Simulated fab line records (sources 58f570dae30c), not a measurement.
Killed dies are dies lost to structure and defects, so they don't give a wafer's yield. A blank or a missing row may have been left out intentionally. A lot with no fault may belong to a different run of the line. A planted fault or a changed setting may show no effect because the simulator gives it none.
Lot-split experiment || flow berkeley_cmos170 || 23 wafers read across 5 lots, on a route 331 steps long

## ON THE SPLIT
At UCB170_BACKSIDE_COAT_01 (resist thk 900 nm), the setting spin_rpm was moved away from the recipe's 1500 rpm on 7 of the 23 wafers read, by -3.2% to +6.9%. All remaining wafers had this setting at the recipe value.

Reading taken at the split's own step.

## THE READING
KrF_of_BACKSIDE_COAT_01.thk_nm (the simulator's own value, which no gauge read), in nm, at UCB170_BACKSIDE_COAT_01 (resist thk 900 nm). There is no usual value for it anywhere in the file. Here, 16 wafers ran the recipe; their average is 898.5 nm with a standard deviation of 3 nm.

{"wafer": "L074.1", "tool, chamber at the split": "litho_track-01, 0", "spin_rpm as run, rpm": 1500, "against the recipe": "recipe", "KrF_of_BACKSIDE_COAT_01.thk_nm, nm": 895.4, "against lot-mates on the recipe": "-"}
{"wafer": "L074.2", "tool, chamber at the split": "litho_track-01, 0", "spin_rpm as run, rpm": 1500, "against the recipe": "recipe", "KrF_of_BACKSIDE_COAT_01.thk_nm, nm": 896.3, "against lot-mates on the recipe": "-"}
{"wafer": "L074.4", "tool, chamber at the split": "litho_track-01, 0", "spin_rpm as run, rpm": 1604, "against the recipe": "+6.9%", "KrF_of_BACKSIDE_COAT_01.thk_nm, nm": 869, "against lot-mates on the recipe": -26.8}
{"wafer": "L074.5", "tool, chamber at the split": "litho_track-01, 0", "spin_rpm as run, rpm": 1604, "against the recipe": "+6.9%", "KrF_of_BACKSIDE_COAT_01.thk_nm, nm": 867.1, "against lot-mates on the recipe": -28.7}
{"wafer": "L074.6", "tool, chamber at the split": "litho_track-01, 0", "spin_rpm as run, rpm": 1604, "against the recipe": "+6.9%", "KrF_of_BACKSIDE_COAT_01.thk_nm, nm": 866.6, "against lot-mates on the recipe": -29.2}
{"wafer": "L076.1", "tool, chamber at the split": "litho_track-01, 0", "spin_rpm as run, rpm": 1500, "against the recipe": "recipe", "KrF_of_BACKSIDE_COAT_01.thk_nm, nm": 897.9, "against lot-mates on the recipe": "-"}
{"wafer": "L076.2", "tool, chamber at the split": "litho_track-01, 0", "spin_rpm as run, rpm": 1500, "against the recipe": "recipe", "KrF_of_BACKSIDE_COAT_01.thk_nm, nm": 895.2, "against lot-mates on the recipe": "-"}
{"wafer": "L076.3", "tool, chamber at the split": "litho_track-01, 0", "spin_rpm as run, rpm": 1452, "against the recipe": "-3.2%", "KrF_of_BACKSIDE_COAT_01.thk_nm, nm": 910, "against lot-mates on the recipe": "+14.0"}
{"wafer": "L076.4", "tool, chamber at the split": "litho_track-01, 0", "spin_rpm as run, rpm": 1452, "against the recipe": "-3.2%", "KrF_of_BACKSIDE_COAT_01.thk_nm, nm": 912.6, "against lot-mates on the recipe": "+16.6"}
{"wafer": "L076.6", "tool, chamber at the split": "litho_track-01, 0", "spin_rpm as run, rpm": 1500, "against the recipe": "recipe", "KrF_of_BACKSIDE_COAT_01.thk_nm, nm": 894.8, "against lot-mates on the recipe": "-"}
{"wafer": "L075.4", "tool, chamber at the split": "litho_track-02, 0", "spin_rpm as run, rpm": 1500, "against the recipe": "recipe", "KrF_of_BACKSIDE_COAT_01.thk_nm, nm": 896.4, "against lot-mates on the recipe": "-"}
{"wafer": "L075.5", "tool, chamber at the split": "litho_track-02, 0", "spin_rpm as run, rpm": 1500, "against the recipe": "recipe", "KrF_of_BACKSIDE_COAT_01.thk_nm, nm": 895.6, "against lot-mates on the recipe": "-"}
{"wafer": "L075.6", "tool, chamber at the split": "litho_track-02, 0", "spin_rpm as run, rpm": 1500, "against the recipe": "recipe", "KrF_of_BACKSIDE_COAT_01.thk_nm, nm": 899.4, "against lot-mates on the recipe": "-"}
{"wafer": "L077.2", "tool, chamber at the split": "litho_track-02, 0", "spin_rpm as run, rpm": 1500, "against the recipe": "recipe", "KrF_of_BACKSIDE_COAT_01.thk_nm, nm": 903.9, "against lot-mates on the recipe": "-"}
{"wafer": "L077.3", "tool, chamber at the split": "litho_track-02, 0", "spin_rpm as run, rpm": 1500, "against the recipe": "recipe", "KrF_of_BACKSIDE_COAT_01.thk_nm, nm": 901.8, "against lot-mates on the recipe": "-"}
{"wafer": "L077.4", "tool, chamber at the split": "litho_track-02, 0", "spin_rpm as run, rpm": 1500, "against the recipe": "recipe", "KrF_of_BACKSIDE_COAT_01.thk_nm, nm": 903.4, "against lot-mates on the recipe": "-"}
{"wafer": "L077.5", "tool, chamber at the split": "litho_track-02, 0", "spin_rpm as run, rpm": 1500, "against the recipe": "recipe", "KrF_of_BACKSIDE_COAT_01.thk_nm, nm": 900.6, "against lot-mates on the recipe": "-"}
{"wafer": "L077.6", "tool, chamber at the split": "litho_track-02, 0", "spin_rpm as run, rpm": 1500, "against the recipe": "recipe", "KrF_of_BACKSIDE_COAT_01.thk_nm, nm": 902.6, "against lot-mates on the recipe": "-"}
{"wafer": "L084.1", "tool, chamber at the split": "litho_track-01, 0", "spin_rpm as run, rpm": 1500, "against the recipe": "recipe", "KrF_of_BACKSIDE_COAT_01.thk_nm, nm": 896.7, "against lot-mates on the recipe": "-"}
{"wafer": "L084.2", "tool, chamber at the split": "litho_track-01, 0", "spin_rpm as run, rpm": 1457, "against the recipe": "-2.9%", "KrF_of_BACKSIDE_COAT_01.thk_nm, nm": 912.7, "against lot-mates on the recipe": "+14.9"}
{"wafer": "L084.3", "tool, chamber at the split": "litho_track-01, 0", "spin_rpm as run, rpm": 1500, "against the recipe": "recipe", "KrF_of_BACKSIDE_COAT_01.thk_nm, nm": 898.4, "against lot-mates on the recipe": "-"}
{"wafer": "L084.4", "tool, chamber at the split": "litho_track-01, 0", "spin_rpm as run, rpm": 1457, "against the recipe": "-2.9%", "KrF_of_BACKSIDE_COAT_01.thk_nm, nm": 912.2, "against lot-mates on the recipe": "+14.4"}
{"wafer": "L084.6", "tool, chamber at the split": "litho_track-01, 0", "spin_rpm as run, rpm": 1500, "against the recipe": "recipe", "KrF_of_BACKSIDE_COAT_01.thk_nm, nm": 898.2, "against lot-mates on the recipe": "-"}

FIT RESULTS
A straight line over all 23 wafers: KrF_of_BACKSIDE_COAT_01.thk_nm changes by -4.45 nm for each +1% of spin_rpm; r = -0.98; the points scatter about the line by 2.7 nm.
The same after taking each lot's own level away (the mean of its wafers on the recipe; 23 wafers): -4.28 nm for each +1%; r = -0.99; scatter 1.5 nm.
That fit puts the effect of the largest move of spin_rpm on the reading at 30 nm.
The span of the lots' own levels, 895.85 to 902.46 nm, comes to 2.2 times the standard deviation stated above.
Hence the lot-to-lot level has little effect on the slope; both slopes agree.
Check: -30.1 nm against its lot-mates is what the line predicts for one of the wafers moved furthest among these (+6.9%) when that wafer is left out of the fit. Against them it came out at -26.8 nm.

## OTHER SPLITS ON THESE WAFERS
Before the reading, these wafers also passed through other splits. Each is held against what the fit with the lots' levels taken away leaves over:
{"other split on the same wafers": "UCB170_SPACER_CVD_00 time_s", "wafers away from the commonest value": 8, "r with KrF_of_BACKSIDE_COAT_01.thk_nm (lot level and that fit taken away)": -0.03}
{"other split on the same wafers": "UCB170_NSD_COAT_01 resist_thk_nm", "wafers away from the commonest value": 7, "r with KrF_of_BACKSIDE_COAT_01.thk_nm (lot level and that fit taken away)": -0.28}
{"other split on the same wafers": "UCB170_NSD_EXPOSE_03 dose_mj", "wafers away from the commonest value": 5, "r with KrF_of_BACKSIDE_COAT_01.thk_nm (lot level and that fit taken away)": -0.05}

## THE WHOLE CHAIN: every reading that the file lists as answering this split, in the file's order
{"step": "UCB170_BACKSIDE_COAT_01", "what it does": "resist thk 900 nm", "reading": "KrF_of_BACKSIDE_COAT_01.thk_nm (the simulator's own value, which no gauge read)", "change (the file's fit)": "-4.32 nm for each +1% of the setting", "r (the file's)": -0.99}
{"step": "UCB170_BACKSIDE_STRIP_03", "what it does": "strips in O2", "reading": "strip_time_to_endpoint_s", "change (the file's fit)": "withheld for each +1% of the setting", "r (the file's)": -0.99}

## THE FILE'S OWN FIT
KrF_of_BACKSIDE_COAT_01.thk_nm changes by -4.32 nm for each +1% of spin_rpm, r = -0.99.
